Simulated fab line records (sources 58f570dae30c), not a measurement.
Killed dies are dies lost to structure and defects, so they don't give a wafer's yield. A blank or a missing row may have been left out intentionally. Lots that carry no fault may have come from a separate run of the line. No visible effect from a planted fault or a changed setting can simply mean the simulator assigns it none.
Chamber matching / flow berkeley cmos170 / 3 sister chambers for UCB170_V2_CVD_00 on pecvd-04
The step deposits SiO2 from TEOS/O2, target thk 2000 nm, time 250 s. 3 wafers are shown with their chamber, then 7 later ones without.

== EACH WAFER AND ITS CHAMBER ==
wafer=L840.6; chamber=1; heater power w (W)=399
wafer=L843.1; chamber=2; heater power w (W)=234
wafer=L843.4; chamber=0; heater power w (W)=191

== WAFERS WITHOUT THEIR CHAMBER ==
wafer=L843.6; heater power w (W)=417
wafer=L849.1; heater power w (W)=390
wafer=L849.3; heater power w (W)=313
wafer=L849.6; heater power w (W)=309
wafer=L847.1; heater power w (W)=263
wafer=L847.4; heater power w (W)=404
wafer=L847.6; heater power w (W)=318

== CHAMBER TAKEN BY EACH ==
wafer=L843.6; from the rows above=1; in truth=1
wafer=L849.1; from the rows above=1; in truth=1
wafer=L849.3; from the rows above=can't be placed: 2 or 1 or 0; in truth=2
wafer=L849.6; from the rows above=can't be placed: 2 or 1 or 0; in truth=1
wafer=L847.1; from the rows above=can't be placed: 2 or 0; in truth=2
wafer=L847.4; from the rows above=1; in truth=1
wafer=L847.6; from the rows above=can't be placed: 1 or 2 or 0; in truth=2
Correctly placed: 3 of 7. These rows do not allow placing 4 (true chamber among the candidates in 4). 0 placed wrongly.
How it was worked out, from the rows above alone: a wafer's distance from a chamber is the root of the sum, over the readings, of the square of ((its reading less the chamber's mean) divided by the reading's scatter). The wafer belongs to the nearest chamber; if the next one is less than 2 further off, it can't be placed. The mean given for a chamber averages the wafers shown for that chamber. The scatter: root of mean squared gap, hidden wafer to nearest shown wafer, with one shown wafer a chamber.
